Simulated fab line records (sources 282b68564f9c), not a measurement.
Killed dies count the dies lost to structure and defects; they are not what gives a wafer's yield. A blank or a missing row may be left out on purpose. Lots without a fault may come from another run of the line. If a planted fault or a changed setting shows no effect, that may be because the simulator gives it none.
fab line records    flow ritCmos
record: lots: 6  wafers: 18  lastDay: 8
route steps=202 shown GATE@96 REOX@98 NLDD@103 M1@202
lots that met no fault: taken from a fault-free run of the same line
startH: start of the lot's first displayed wafer, in hours after the record's first day    waitH: hours from the lot's prior step to this one    " unchanged from the row above    L1.1+2: several wafers, shown together as one row    - no value, or no start was given    * or withheld: withheld    < > ~ a bound
route shown NAME@n: a module of which the file shows steps, and the number in the route of the first    usual: average and standard deviation across the fault-free wafers    same: alike in all rows    chamber/n: place in a boat    sites: each site's reading    _std_site: their standard deviation    _edge_site: outer sites' mean less inner sites'    radiusMm: for every site, how far away it sits from the centre of the wafer    mask NAME#n: copy n    behind: the last tool/chamber to shape the wafer    hold: the reason the lot was held/the length of the hold in hours/how it ended    device: whichever transistor did not switch (one of n, p or np)    end of line: tests run on the same wafers once the route is complete    for a step that has no rows: nothing shown but its recipe    killed: not the wafer's yield, but the dies lost to structure and defects at the first sort    map: per-die view of a wafer (x killed, . not killed, _ where there is no die)
set.NAME: the run value of the setting; set.NAME@STEP: its run value at that earlier step    model.NAME: the simulator's own value behind a step, which no gauge read
lots seen at some steps along the route; tables by step, rows by wafer
services: when a tool's chamber went out of use (startH, in hours from the record's first day, below 0 if earlier), for how many hours, and the reason
== steps ==
step: RIT_GATE_STRIP_20
recipe: chemistry: O2  timeS: 180  resist: NOVOLAK  platenTempC: withheld  powerW: 500  pressureMtorr: 4000  o2FlowSccm: 4000
usual: drypumpMotorCurrentA: 5.7/0.45  o2FlowSccm: 4001/11
lot.wafer  tool            chamber  startH  waitH  drypumpMotorCurrentA  o2FlowSccm  rfHoursCounterH
L728.1     plasmaAsher-04  0        53.49   0.1    5.4                   3998        40
L728.4     "               1        "       "      6.1                   3989        -
L728.5     "               1        "       "      6.1                   3982        -
L735.1     plasmaAsher-04  1        88.74   0.1    6.1                   4019        44
L735.4     "               1        "       "      6.1                   4007        -
L735.6     "               0        "       "      5.4                   4022        -
L743.1     plasmaAsher-01  0        140.92  0.1    5.4                   3983        2
L743.4     "               1        "       "      5.9                   4003        -
L743.6     "               0        "       "      5.4                   3981        -
L745.1     plasmaAsher-03  0        148.46  0.1    6.4                   4020        35
L745.3     "               1        "       "      5.0                   4007        -
L745.6     "               0        "       "      6.3                   4016        -
L749.1     plasmaAsher-04  1        170.15  0.1    6.1                   3996        52
L749.2     "               0        "       "      5.4                   3987        52
L749.6     "               1        "       "      6.1                   4002        -
L748.2     plasmaAsher-03  0        170.24  0.1    6.3                   4007        38
L748.5     "               1        "       "      5.0                   3988        -
L748.6     "               0        "       "      6.3                   4005        -
step: RIT_GATE_CD_MEAS_90
recipe: targetCdNm: 150
usual: cdNm: 148.7/2.9
lot.wafer  tool      chamber  startH  waitH  cdNm
L728.1     cdSem-02  -        53.67   0.1    147.3
L728.4     "         -        "       "      148.5
L728.5     "         -        "       "      145.3
L735.1     cdSem-01  -        88.92   0.1    145.3
L735.4     "         -        "       "      146.0
L735.6     "         -        "       "      148.1
L743.1     cdSem-02  -        141.09  0.1    149.2
L743.4     "         -        "       "      148.6
L743.6     "         -        "       "      149.8
L745.1     cdSem-01  -        148.64  0.1    146.3
L745.3     "         -        "       "      145.5
L745.6     "         -        "       "      147.0
L749.1     cdSem-02  -        170.33  0.1    151.7
L749.2     "         -        "       "      151.3
L749.6     "         -        "       "      150.7
L748.2     cdSem-01  -        170.43  0.1    149.2
L748.5     "         -        "       "      145.4
L748.6     "         -        "       "      148.3
step: RIT_REOX_CLEAN_00
recipe: chemistry: SC1  mix: 3:3:50  timeS: 600  tempC: 75
step: RIT_REOX_CLEAN_01
recipe: chemistry: dHF  dilution: 50:1  timeS: 30
step: RIT_REOX_CLEAN_02
recipe: chemistry: SC2  mix: 3:3:50  timeS: 600  tempC: 75  dry: n2Spin
step: RIT_REOX_OXIDATION_03
recipe: tempC: 900  ambient: O2  targetThkA: 252  oxTimeS: 5580
step: RIT_REOX_THK_MEAS_04
recipe: reads: SiO2_of_REOX_OXIDATION_03
usual: REOX_OXIDE_THK: 25.1/0.54
lot.wafer  tool          chamber  startH  waitH  REOX_OXIDE_THK[nm]
L728.1     filmMetro-04  -        56.70   0.0    25.1
L728.4     "             -        "       "      24.8
L728.5     "             -        "       "      25.2
L735.1     filmMetro-02  -        94.20   0.0    24.5
L735.4     "             -        "       "      24.9
L735.6     "             -        "       "      25.0
L743.1     filmMetro-04  -        148.36  0.0    24.2
L743.4     "             -        "       "      24.7
L743.6     "             -        "       "      24.8
L745.1     filmMetro-03  -        152.84  0.0    26.3
L745.3     "             -        "       "      26.0
L745.6     "             -        "       "      26.0
L749.1     filmMetro-03  -        175.93  0.0    24.9
L749.2     "             -        "       "      25.3
L749.6     "             -        "       "      25.6
L748.2     filmMetro-02  -        175.94  0.0    25.6
L748.5     "             -        "       "      25.6
L748.6     "             -        "       "      25.3
step: RIT_NLDD_HMDS_00
recipe: primeTimeS: 60  primeTempC: 140
step: RIT_NLDD_COAT_01
recipe: resist: NOVOLAK  spinRpm: 3250  resistThkNm: 1000
step: RIT_NLDD_SOFTBAKE_02
recipe: resist: NOVOLAK  tempC: 90  timeS: 60
step: RIT_NLDD_EXPOSE_03
recipe: maskId: M7  na: 0.57  targetCdNm: 40700  doseMj: 250
step: RIT_NLDD_PEB_04
recipe: resist: NOVOLAK  tempC: withheld  timeS: withheld
step: RIT_NLDD_DEVELOP_05
recipe: resist: NOVOLAK  developTimeS: 50  devTempC: 23
usual: chillPlateTempC: 22.98/0.095  developerTempC: 22.97/0.1
lot.wafer  tool           chamber  startH  waitH  chillPlateTempC  developerTempC
L728.1     lithoTrack-04  0        57      -      23.02            23.06
L728.4     "              0        "       "      23.16            22.99
L728.5     "              0        "       "      22.91            23.02
L735.1     lithoTrack-01  0        95      -      22.89            22.91
L735.4     "              0        "       "      23.03            22.95
L735.6     "              0        "       "      23.12            23.02
L743.1     lithoTrack-04  0        149     -      22.82            23.97
L743.4     "              0        "       "      22.82            24.05
L743.6     "              0        "       "      22.94            23.97
L745.1     lithoTrack-01  0        153     -      23.00            22.78
L745.3     "              0        "       "      23.01            22.85
L745.6     "              0        "       "      23.01            22.86
L748.2     lithoTrack-04  0        176     -      22.96            23.90
L748.5     "              0        177     -      22.82            24.02
L748.6     "              0        "       "      23.09            23.86
L749.1     lithoTrack-01  0        177     -      22.94            22.77
L749.2     "              0        "       "      23.07            22.85
L749.6     "              0        "       "      23.04            22.85
step: RIT_NLDD_OVL_MEAS_06
usual: NLDD_OVL: 1.0/1.1
lot.wafer  tool        chamber  startH  waitH  NLDD_OVL[nm]
L728.1     overlay-02  -        57.74   -      1.5
L728.4     "           -        "       "      1.5
L728.5     "           -        "       "      2.0
L735.1     overlay-02  -        95.23   -      -0.2
L735.4     "           -        "       "      0.6
L735.6     "           -        "       "      -0.5
L743.1     overlay-01  -        149.63  -      1.0
L743.4     "           -        "       "      2.6
L743.6     "           -        "       "      2.5
L745.1     overlay-02  -        153.88  -      0.4
L745.3     "           -        "       "      0.2
L745.6     "           -        "       "      -0.4
L748.2     overlay-02  -        177.11  -      1.6
L748.5     "           -        "       "      1.3
L748.6     "           -        "       "      0.4
L749.1     overlay-01  -        177.35  -      -0.2
L749.2     "           -        "       "      0.2
L749.6     "           -        "       "      1.1
step: RIT_M1_PROBE_99
usual: killed_at_M0_to_M3: 0.0/0.083  killedAtContacts: 0.1/0.24  killedAtFrontEnd: 7/3.1  killedDies: 7/3.1  killedOpen: 3.3/1.9  killedShort: 3.9/2.1
same: grossDies: 264  killed_at_M4_up: 0  killedAtBackSide: 0  killedAtOther: 0
lot.wafer  tool       chamber  startH  waitH  killed_at_M0_to_M3  killedAtContacts  killedAtFrontEnd  killedDies  killedOpen  killedShort
L728.1     prober-01  -        73.28   0.1    0                   0                 8                 8           4           4
L728.4     prober-01  -        73.43   0.2    0                   0                 10                10          4           6
L728.5     prober-01  -        73.48   0.2    0                   0                 5                 5           1           4
L735.1     prober-02  -        110.97  0.1    0                   0                 6                 6           4           2
L735.4     prober-02  -        111.12  0.2    0                   0                 3                 3           0           3
L735.6     prober-02  -        111.22  0.2    1                   0                 7                 8           3           5
L743.1     prober-01  -        166.80  0.1    0                   0                 12                12          8           4
L743.4     prober-01  -        166.95  0.2    0                   1                 4                 5           2           3
L743.6     prober-01  -        167.05  0.2    0                   0                 8                 8           5           3
L745.1     prober-02  -        169.74  0.1    0                   0                 12                12          6           6
L745.3     prober-02  -        169.84  0.2    0                   0                 13                13          7           6
L745.6     prober-02  -        169.99  0.2    0                   0                 9                 9           4           5
L748.2     prober-02  -        194.35  0.1    0                   0                 13                13          5           8
L748.5     prober-02  -        194.50  0.2    0                   0                 8                 8           2           6
L748.6     prober-02  -        194.55  0.2    0                   1                 9                 10          4           6
L749.1     prober-01  -        195.80  0.1    0                   1                 10                11          3           8
L749.2     prober-01  -        195.85  0.1    0                   0                 8                 8           4           4
L749.6     prober-01  -        196.05  0.2    0                   0                 13                13          7           6
killed by level:class
L728.1 GATE:geometricParticle:short=2 REOX:geometricParticle:open=2 FOX2:geometricParticle:open=1 GATE:geometricParticle:open=1 SPACER:geometricParticle:short=1 SILICIDE:geometricParticle:short=1
L728.4 FOX2:geometricParticle:short=2 GATE:geometricParticle:short=2 FOX1:geometricParticle:open=1 FOX1:geometricParticle:short=1 FOX2:geometricParticle:open=1 GATE:geometricParticle:open=1 SILICIDE:geometricParticle:short=1 SILICIDE:geometricParticle:open=1
L728.5 GATE:geometricParticle:short=1 REOX:geometricParticle:short=1 SPACER:geometricParticle:open=1 SPACER:geometricParticle:short=1 SILICIDE:geometricParticle:short=1
L735.1 FOX1:geometricParticle:open=2 GATE:geometricParticle:short=2 GATE:geometricParticle:open=1 SPACER:geometricParticle:open=1
L735.4 SILICIDE:geometricParticle:short=2 GATE:geometricParticle:short=1
L735.6 GATE:geometricParticle:short=2 SILICIDE:geometricParticle:open=2 FOX1:geometricParticle:open=1 FOX2:geometricParticle:short=1 SILICIDE:geometricParticle:short=1 M1:geometricParticle:short=1
L743.1 GATE:geometricParticle:open=4 REOX:geometricParticle:short=3 REOX:geometricParticle:open=2 ACTIVE:geometricParticle:short=1 FOX1:geometricParticle:open=1 SILICIDE:geometricParticle:open=1
L743.4 SILICIDE:geometricParticle:short=2 FOX1:geometricParticle:open=1 SPACER:geometricParticle:short=1 CONTACT:geometricParticle:open=1
L743.6 FOX1:geometricParticle:short=2 REOX:geometricParticle:open=2 FOX1:geometricParticle:open=1 GATE:geometricParticle:open=1 SPACER:geometricParticle:open=1 SPACER:geometricParticle:short=1
L745.1 REOX:geometricParticle:short=6 REOX:geometricParticle:open=2 SPACER:geometricParticle:open=2 GATE:geometricParticle:open=1 SILICIDE:geometricParticle:open=1
L745.3 FOX2:geometricParticle:open=3 REOX:geometricParticle:short=3 SILICIDE:geometricParticle:open=2 FOX1:geometricParticle:open=1 GATE:geometricParticle:open=1 GATE:geometricParticle:short=1 SPACER:geometricParticle:short=1 SILICIDE:geometricParticle:short=1
L745.6 GATE:geometricParticle:short=2 REOX:geometricParticle:short=2 SILICIDE:geometricParticle:open=2 FOX1:geometricParticle:short=1 GATE:geometricParticle:open=1 SPACER:geometricParticle:open=1
L748.2 GATE:geometricParticle:short=3 REOX:geometricParticle:short=2 SILICIDE:geometricParticle:open=2 SILICIDE:geometricParticle:short=2 FOX1:geometricParticle:open=1 FOX2:geometricParticle:open=1 FOX2:geometricParticle:short=1 GATE:geometricParticle:open=1
L748.5 GATE:geometricParticle:short=2 REOX:geometricParticle:short=2 SPACER:geometricParticle:short=2 SILICIDE:geometricParticle:open=1 REOX:geometricParticle:open=1
L748.6 REOX:geometricParticle:short=2 REOX:geometricParticle:open=2 SILICIDE:geometricParticle:short=2 GATE:geometricParticle:open=1 SPACER:geometricParticle:short=1 SPACER:geometricParticle:open=1 CONTACT:geometricParticle:short=1
L749.1 GATE:geometricParticle:short=5 GATE:geometricParticle:open=2 FOX2:geometricParticle:short=1 SPACER:geometricParticle:short=1 SILICIDE:geometricParticle:short=1 CONTACT:geometricParticle:open=1
L749.2 GATE:geometricParticle:open=3 GATE:geometricParticle:short=2 FOX1:geometricParticle:short=1 SPACER:geometricParticle:open=1 SPACER:geometricParticle:short=1
L749.6 GATE:geometricParticle:open=7 FOX1:geometricParticle:short=3 GATE:geometricParticle:short=2 FOX2:geometricParticle:short=1
== services ==
tool            chamber  startH  hours  kind
plasmaAsher-04  -        35.24   10.0   pm
plasmaAsher-04  -        47.58   3.2    repair
plasmaAsher-01  -        108.75  9.0    pm
plasmaAsher-01  0        108.75  9.0    ventCycle
plasmaAsher-01  1        108.75  9.0    ventCycle
plasmaAsher-03  -        112.93  2.7    repair
plasmaAsher-04  -        116.94  2.9    repair
plasmaAsher-01  0        117.75  -      clean
plasmaAsher-01  1        117.75  -      clean
plasmaAsher-04  -        167.00  0.6    repair
== key ==
firstSign: step: RIT_NLDD_DEVELOP_05  reading: developerTempC  direction: up  sigmas: 9.5  usual: *  struck: *
effect none on later readings
metAt RIT_NLDD_DEVELOP_05
struckWafers L743.1,L743.4,L743.6,L748.2,L748.5,L748.6
testerLeftOut L743,L748
fault: kind: processParameterDrift  tool: lithoTrack-04  chamber: -  onsetH: 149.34  steps: RIT_NLDD_DEVELOP_05  channel: devTempC  offset: *  shape: step  endH: 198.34  actsIn: *  stated: *
testerLeftOut: of these lots the tester's yield and bins aren't shown, on N5 and GAA mostly nor the transistor test; their killed dies are dies lost to structure and defects alone, not to doping, threshold or leakage, so they don't give the yield
